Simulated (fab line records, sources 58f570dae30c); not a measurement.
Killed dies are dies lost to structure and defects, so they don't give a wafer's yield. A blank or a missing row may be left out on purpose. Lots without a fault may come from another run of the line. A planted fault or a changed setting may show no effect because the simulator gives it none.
A struck lot beside a sound one | flow berkeley_cmos170 | 25 steps out of a route of 331
Sound: wafers L599.2, L599.3, L599.6. Struck: wafers L607.1, L607.2, L607.3. The cause comes at the end.
At each step with rows: each side's tool, then ch and its chambers, then its first start. Under that, the readings that differ: sound wafers | struck wafers | difference of the means | sigmas: that difference in standard deviations of wafers without a fault.
alike: readings whose means differ by less than 2 such deviations, and words and numbers that are the same on both sides. not compared: withheld readings, readings that some wafer has no value for, bounds like >300 that may hide the same value, and numbers for which the record gives no deviation and whose values overlap.
The two part at a step that has a row with sigmas, a row that says differs or no value, or rows on one side only. Numbers that don't overlap but have no deviation are shown without sigmas and don't part them. A reading that every wafer of one side lacks parts them only if that side has two wafers or more.

first, 4 steps without rows for these wafers: UCB170_PWELL_WET_ETCH_19 (etches Si3N4 in H3PO4, time 14400 s); UCB170_PWELL_WET_ETCH_20 (etches SiO2 in BOE, time 22 s); UCB170_WELLDRIVE_CLEAN_00 (cleans in SPM, time 600 s); UCB170_WELLDRIVE_OXIDATION_01 (target thk 199 nm, ox time 9000 s).
UCB170_WELLDRIVE_THK_MEAS_02:
  sound on film_metro-01, day 5 14:20; struck on film_metro-02, day 6 19:09
  alike: WELLDRIVE_OXIDE_THK
then, 5 steps without rows for these wafers: UCB170_WELLDRIVE_ANNEAL_03 (time 900 s); UCB170_WELLDRIVE_WET_ETCH_04 (etches SiO2 in BOE, time 120 s); UCB170_ACTIVE_CLEAN_00 (cleans in SPM, time 600 s); UCB170_ACTIVE_CLEAN_01 (cleans in dHF, time 60 s); UCB170_ACTIVE_OXIDATION_02 (target thk 26.4 nm, ox time 1260 s).
UCB170_ACTIVE_THK_MEAS_03:
  sound on film_metro-02, day 5 22:41; struck on film_metro-02, day 7 04:43
  alike: ACTIVE_OXIDE_THK
then, 1 step without rows for these wafers: UCB170_ACTIVE_ANNEAL_04 (time 900 s).
UCB170_ACTIVE_CVD_05: deposits Si3N4 from SiH2Cl2/NH3, target thk 220 nm, time 3300 s.
  sound on lpcvd-01 ch 0, day 6 03:25; struck on lpcvd-02 ch 1, day 7 09:18
UCB170_ACTIVE_THK_MEAS_06:
  sound on film_metro-02, day 6 05:21; struck on film_metro-02, day 7 11:13
  reading                 | sound             | struck            | difference | sigmas
  ACTIVE_NITRIDE_THK (nm) | 220.1 218.6 219.8 | 168.3 169.0 168.6 | -50.9      | -27
then, 6 steps without rows for these wafers: UCB170_ACTIVE_HMDS_07 (prime time 60 s); UCB170_ACTIVE_COAT_08 (resist thk 900 nm); UCB170_ACTIVE_SOFTBAKE_09 (time 60 s); UCB170_ACTIVE_EXPOSE_10 (exposes mask ACTIVE, target cd 1200 nm); UCB170_ACTIVE_PEB_11; UCB170_ACTIVE_DEVELOP_12 (develop time 45 s).
UCB170_ACTIVE_CD_MEAS_13: target cd 1200 nm.
  sound on cd_sem-01, day 6 06:45; struck on cd_sem-01, day 7 12:14
  reading    | sound                | struck               | difference | sigmas
  cd_nm (nm) | 1198.0 1197.5 1197.3 | 1202.1 1201.4 1201.6 | +4.1       | +3
UCB170_ACTIVE_OVL_MEAS_14:
  sound on overlay-01, day 6 06:51; struck on overlay-02, day 7 12:22
  alike: ACTIVE_OVL
UCB170_ACTIVE_ETCH_15: etches Si3N4 in CH3F/Ar/O2, stops on SiO2, target depth 242 nm, time 151 s.
  sound on rie_diel-04 ch 0,2, day 6 06:53; struck on rie_diel-04 ch 1,2,3, day 7 12:24
  reading               | sound             | struck            | difference | sigmas
  oes_product_au (a.u.) | 0.948 0.935 0.949 | 0.819 0.817 0.809 | -0.129     | -10
  alike: drypump_motor_current_A, throttle_valve_pct
  not compared: rf_hours_counter_h
UCB170_ACTIVE_STRIP_16: strips in O2.
  sound on plasma_asher-04 ch 1, day 6 06:59; struck on plasma_asher-03 ch 0,1, day 7 12:30
  alike: drypump_motor_current_A, oes_product_au, strip_time_to_endpoint_s
  not compared: rf_hours_counter_h
-- the record jumps here: 4 days lie between the struck wafers' starts before and after (it left off in module ACTIVE and takes up again in module M3, whose first step shown is number 331 of the route) --
UCB170_M3_PROBE_99:
  the record has rows for the struck wafers here (prober-02, day 11 06:45) and none for the sound ones

WHERE THEY PART
First at UCB170_ACTIVE_THK_MEAS_06; last, within this record, at UCB170_M3_PROBE_99.

WHY: what the simulator had put in
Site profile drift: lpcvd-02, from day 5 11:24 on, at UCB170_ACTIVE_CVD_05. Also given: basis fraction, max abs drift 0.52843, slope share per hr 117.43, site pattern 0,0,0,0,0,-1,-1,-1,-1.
